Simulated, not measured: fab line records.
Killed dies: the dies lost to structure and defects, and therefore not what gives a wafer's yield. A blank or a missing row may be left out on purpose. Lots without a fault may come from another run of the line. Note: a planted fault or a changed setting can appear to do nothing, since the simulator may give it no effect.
Matching of chambers -- flow berkeley_cmos170 -- cmp-02 running UCB170_V1_CMP_02: 4 sister chambers
The step polishes SiO2. 8 wafers are shown with their chamber, then 9 later ones without.

## WAFERS WITH THEIR CHAMBER
wafer,chamber,motor_current_A (A),head_pressure_psi (psi)
L463.4,2,17.3,5.994
L465.1,2,17.1,5.988
L465.5,3,15.0,6.005
L466.2,3,14.0,6.021
L466.4,1,17.0,6.029
L476.3,1,16.5,6.001
L476.4,0,16.5,6.013
L476.6,0,17.1,5.998

## WAFERS WITHOUT THEIR CHAMBER
wafer,motor_current_A (A),head_pressure_psi (psi)
L477.1,16.0,6.020
L477.2,16.4,5.978
L477.5,16.8,5.986
L478.1,16.8,5.981
L478.4,14.1,5.990
L478.6,16.8,6.006
L479.1,17.0,6.007
L479.2,14.1,6.018
L479.4,15.8,5.998

## WHICH CHAMBER EACH ONE RAN IN
wafer,from the rows above,in truth
L477.1,can't be placed: 1 or 0 or 3 or 2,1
L477.2,can't be placed: 2 or 0 or 1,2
L477.5,can't be placed: 2 or 0 or 1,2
L478.1,can't be placed: 2 or 0 or 1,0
L478.4,3,3
L478.6,can't be placed: 0 or 1 or 2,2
L479.1,can't be placed: 0 or 1 or 2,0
L479.2,3,3
L479.4,can't be placed: 0 or 1 or 3 or 2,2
Placed correctly: 2 of 9. Cannot be placed on the basis of these rows: 7; the candidates contain the true chamber in 7. Number placed wrongly: 0.
How it was worked out, from the rows above alone: a wafer's distance from a chamber is the root of the sum, over the readings, of the square of ((its reading less the chamber's mean) divided by the reading's scatter). If the next closest chamber is less than 2 further off than the closest, the wafer can't be placed; otherwise it belongs to the closest. For every chamber, the mean is computed from those of its wafers that are shown. The scatter: take each reading less its chamber's mean, square it, sum over the shown wafers, divide by the number of wafers less the number of chambers, and take the root.
